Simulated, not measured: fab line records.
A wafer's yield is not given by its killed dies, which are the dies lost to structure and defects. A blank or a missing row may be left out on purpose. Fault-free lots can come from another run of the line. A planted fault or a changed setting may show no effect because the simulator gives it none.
A lot that was struck, set against a sound lot + flow rit-cmos + 28 steps out of a route of 202
Sound: these wafers, L636.1, L636.2, L636.4. Wafers struck: L652.2, L652.4, L652.6. The cause is given at the end.
For every step that has rows: the tool of each side, followed by ch and its chambers, followed by its first start. Under that, the readings that differ: sound wafers + struck wafers + difference of the means + sigmas: that difference in standard deviations of wafers without a fault.
alike: readings with means less than 2 such deviations apart, plus words and numbers identical on both sides. not compared: withheld readings, readings lacking a value on some wafer, bounds such as >300 that could conceal the same value, and numbers that have no deviation in the record and whose values overlap.
The two part at a step that has a row with sigmas, a row that says differs or no value, or rows on one side only. When numbers do not overlap yet have no deviation, they are printed without sigmas and do not part them. A reading missing from all wafers of one side parts the sides only when that side holds two or more wafers.

RIT_ACTIVE_BOW_MEAS_00:
  sound on film-metro-04, day 2 11:00; struck on film-metro-01, day 5 19:01
  alike: INCOMING_BOW
RIT_ACTIVE_OXIDATION_01: target thk 46.8 nm, ox time 3360 s.
  sound on furnace-03 ch 0, day 2 11:07; struck on furnace-03 ch 0, day 5 19:07
| reading                                       | sound             | struck            | difference | sigmas |
|-----------------------------------------------|-------------------|-------------------|------------|--------|
| model.SiO2_of_ACTIVE_OXIDATION_01.thk-nm (nm) | 46.76 46.45 46.57 | 52.11 52.44 51.32 | +5.36      |        |
  alike: zone-power-centre-pct
RIT_ACTIVE_THK_MEAS_02:
  sound on film-metro-03, day 2 13:03; struck on film-metro-01, day 5 21:04
| reading               | sound          | struck         | difference | sigmas |
|-----------------------|----------------|----------------|------------|--------|
| ACTIVE_OXIDE_THK (nm) | 46.8 46.4 46.5 | 52.1 52.4 51.3 | +5.4       | +6     |
then, 1 step without rows for these wafers: RIT_ACTIVE_CVD_03 (deposits Si3N4 from SiH2Cl2/NH3, target thk 150 nm, time 1500 s).
RIT_ACTIVE_THK_MEAS_04:
  sound on film-metro-01, day 2 14:32; struck on film-metro-01, day 5 22:32
  alike: ACTIVE_NITRIDE_THK
then, 6 steps without rows for these wafers: RIT_ACTIVE_HMDS_05 (prime time 62.34 s); RIT_ACTIVE_COAT_06 (resist thk 1000 nm); RIT_ACTIVE_SOFTBAKE_07 (time 60 s); RIT_ACTIVE_EXPOSE_08 (exposes mask M1, target cd 1400 nm); RIT_ACTIVE_PEB_09; RIT_ACTIVE_DEVELOP_10 (develop time 50 s).
RIT_ACTIVE_CD_MEAS_11: the cd target is 1400 nm.
  sound on cd-sem-01, day 2 15:34; struck on cd-sem-02, day 5 23:35
  alike: cd-nm
then, 1 step without rows for these wafers: RIT_ACTIVE_HARDBAKE_12 (time 60 s).
RIT_ACTIVE_ETCH_13: etches Si3N4 in SF6, stops on SiO2, time 210 s, target depth 210 nm.
  sound on rie-diel-03 ch 1,2,3, day 2 15:50; struck on rie-diel-02 ch 0,2,3, day 6 00:04
  alike: drypump-motor-current-A, oes-product-au, throttle-valve-pct
  not compared: rf-hours-counter-h
RIT_ACTIVE_STRIP_14: strips in O2, time 180 s.
  sound on plasma-asher-04 ch 0,1, day 2 15:58; struck on plasma-asher-02 ch 1, day 6 00:12
  alike: drypump-motor-current-A
  not compared: rf-hours-counter-h
RIT_ACTIVE_CD_MEAS_90: the cd target is 1400 nm.
  sound on cd-sem-01, day 2 16:08; struck on cd-sem-01, day 6 00:24
  alike: cd-nm
then, 4 steps without rows for these wafers: RIT_ACTIVE_CLEAN_15 (cleans in SC1, time 600 s); RIT_ACTIVE_CLEAN_16 (cleans in dHF, time 28.62 s); RIT_ACTIVE_CLEAN_17 (cleans in SC2, time 600 s); RIT_FOX1_OXIDATION_00 (target thk 350.7 nm, ox time 1130 s).
RIT_FOX1_THK_MEAS_01:
  sound on film-metro-04, day 2 17:59; struck on film-metro-02, day 6 02:11
  alike: FOX1_OXIDE_THK
then, 2 steps without rows for these wafers: RIT_FOX1_WET_ETCH_02 (etches SiO2 in BOE, target depth 350 nm, time 390 s); RIT_FOX2_OXIDATION_00 (target thk 350.7 nm, ox time 1130 s).
RIT_FOX2_THK_MEAS_01:
  sound on film-metro-01, day 2 19:29; struck on film-metro-02, day 6 03:41
  alike: FOX2_OXIDE_THK
then, 1 step without rows for these wafers: RIT_FOX2_CLEAN_02 (cleans in dHF, time 180 s).
RIT_FOX2_WET_ETCH_03: etches Si3N4 in H3PO4, target depth 195 nm, time 2700 s.
  sound on wet-bench-02 ch 0, day 2 19:36; struck on wet-bench-02 ch 3, day 6 03:48
| reading                                       | sound             | struck            | difference | sigmas |
|-----------------------------------------------|-------------------|-------------------|------------|--------|
| model.SiO2_of_ACTIVE_OXIDATION_01.thk-nm (nm) | 41.45 40.54 41.22 | 45.23 46.69 45.69 | +4.80      |        |
RIT_FOX2_THK_MEAS_90:
  sound on film-metro-03, day 2 20:22; struck on film-metro-03, day 6 04:38
  alike: FIELD_OXIDE_LEFT_1_THK
RIT_M1_PROBE_99:
  sound on prober-01, day 4 10:21; struck on prober-01, day 7 20:22
| reading                             | sound             | struck            | difference | sigmas |
|-------------------------------------|-------------------|-------------------|------------|--------|
| killed_at_M0_to_M3                  | 1 0 0             | 0 0 0             | +0         | -3     |
| model.etest.pldd.width-nm (nm)      | 3185 3192 3196    | 3142 3144 3125    | -54        |        |
| model.etest.nldd.width-nm (nm)      | 3195 3197 3191    | 3128 3137 3132    | -62        |        |
| model.etest.nplus-sal.width-nm (nm) | 3478 3455 3470    | 3425 3429 3447    | -34        |        |
| model.etest.nmos-narrow.drive-ua-um | 227.9 222.2 225.2 | 219.1 211.6 217.5 | -9.0       |        |
| model.etest.pmos-narrow.drive-ua-um | 101.3 98.28 100.3 | 97.97 97.8 97.85  | -2.09      |        |
  alike: killed-at-contacts, killed-at-front-end, killed-dies, killed-open, killed-short
  not compared: model.etest.pplus-sal.width-nm

WHERE THEY PART
Last at RIT_M1_PROBE_99 as far as this record goes, first at RIT_ACTIVE_THK_MEAS_02.

WHY: what had been put in by the simulator
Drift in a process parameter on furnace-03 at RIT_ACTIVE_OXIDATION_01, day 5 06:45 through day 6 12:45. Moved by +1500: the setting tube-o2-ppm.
